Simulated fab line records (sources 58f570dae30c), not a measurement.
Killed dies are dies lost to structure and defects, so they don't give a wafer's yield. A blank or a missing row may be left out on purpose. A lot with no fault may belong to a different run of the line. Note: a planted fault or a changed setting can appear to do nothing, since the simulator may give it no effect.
One fault seen from 2 desks / flow berkeley-cmos170 / each desk has only its own numbers; what lay behind them comes last

== FROM THE METROLOGY DESK ==
Means of the sampled wafers that have a number, per lot and without regard to the tool the lot ran on: this is what the gauges read. If a lot's mean is further than 4 standard deviations from the usual mean, the lot is out of limits and carries the mark OUT (the distance appears in the brackets).
Columns: A = SILICIDE_TI_THK at UCB170_SILICIDE_THK_MEAS_03, usual 30.3 nm; B = M1_OVL at UCB170_M1_OVL_MEAS_10, usual 1 nm
lot=L716; first seen here=day 8 05:27; A=29.6; B=-0
lot=L719; first seen here=day 8 17:38; A=30.3; B=3
lot=L721; first seen here=day 8 18:01; A=29.7; B=0
lot=L718; first seen here=day 8 18:10; A=30.6; B=3
lot=L724; first seen here=day 9 11:40; A=29.9; B=-0
lot=L722; first seen here=day 9 11:50; A=30.6; B=-5
lot=L723; first seen here=day 9 12:08; A=30.4; B=-3
lot=L726; first seen here=day 10 08:27; A=30.0; B=1
lot=L725; first seen here=day 10 08:38; A=30.3; B=-2
lot=L728; first seen here=day 10 08:54; A=30.4; B=5
lot=L736; first seen here=day 11 17:33; A=30.0; B=-1
lot=L735; first seen here=day 11 18:03; A=30.6; B=-3
lot=L737; first seen here=day 12 07:41; A=30.5; B=1
lot=L738; first seen here=day 12 07:59; A=30.1; B=4
Finding of this desk: none of the 14 lots has anything out of limits.

== THE TOOL OWNER'S DESK: rie-metal-01 ==
The tool's own readings at UCB170_M2_METAL_ETCH_18 (etches Al in Cl2/BCl3, stops on SiO2, target depth 1170 nm, time 195 s): means of the sampled wafers that have a number, for each lot that ran on this tool. If a lot's mean is further than 4 standard deviations from the usual mean, the lot is out of limits and carries the mark OUT (the distance appears in the brackets).
Columns: A = chamber-pressure-mTorr at UCB170_M2_METAL_ETCH_18, usual 12.001 mTorr; B = drypump-motor-current-A at UCB170_M2_METAL_ETCH_18, usual 5.7 A; C = oes-product-au at UCB170_M2_METAL_ETCH_18, usual 0.843 a.u.; D = run-length-s at UCB170_M2_METAL_ETCH_18, usual 223.6 s; E = throttle-valve-pct at UCB170_M2_METAL_ETCH_18, usual 24.27 %
lot=L719; first seen here=day 9 13:20; A=11.995; B=5.1; C=0.844; D=223.6; E=24.14
lot=L723; first seen here=day 10 09:51; A=12.003; B=5.0; C=0.840; D=226.5; E=24.06
lot=L725; first seen here=day 11 05:20; A=11.999; B=5.1; C=0.834; D=223.5; E=24.15
lot=L735; first seen here=day 12 16:18; A=12.012; B=5.1; C=0.775 (-4.8) OUT; D=252.7 (+26) OUT; E=24.17
lot=L737; first seen here=day 13 02:55; A=12.009; B=5.1; C=0.773 (-5.0) OUT; D=252.9 (+27) OUT; E=24.26
Finding of this desk: L735, L737 out of limits; the first was L735 at day 12 16:18, on oes-product-au at UCB170_M2_METAL_ETCH_18. In limits: L719, L723, L725.

== TAKEN TOGETHER ==
On L735, L737, at day 12 16:18, an alarm was possible from the tool owner's desk.
The metrology desk saw nothing out of limits.
The metrology desk holds a record of L735, L737, inside its limits.
All the named lots went through UCB170_M2_METAL_ETCH_18 on rie-metal-01.

== WHAT HAD BEEN PUT IN BY THE SIMULATOR ==
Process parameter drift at UCB170_M2_METAL_ETCH_18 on rie-metal-01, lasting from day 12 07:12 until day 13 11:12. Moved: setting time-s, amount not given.
Struck lots among those shown: L735, L737.
Each desk's first reading out of limits, in hours after the fault started: the tool owner's desk, 9.
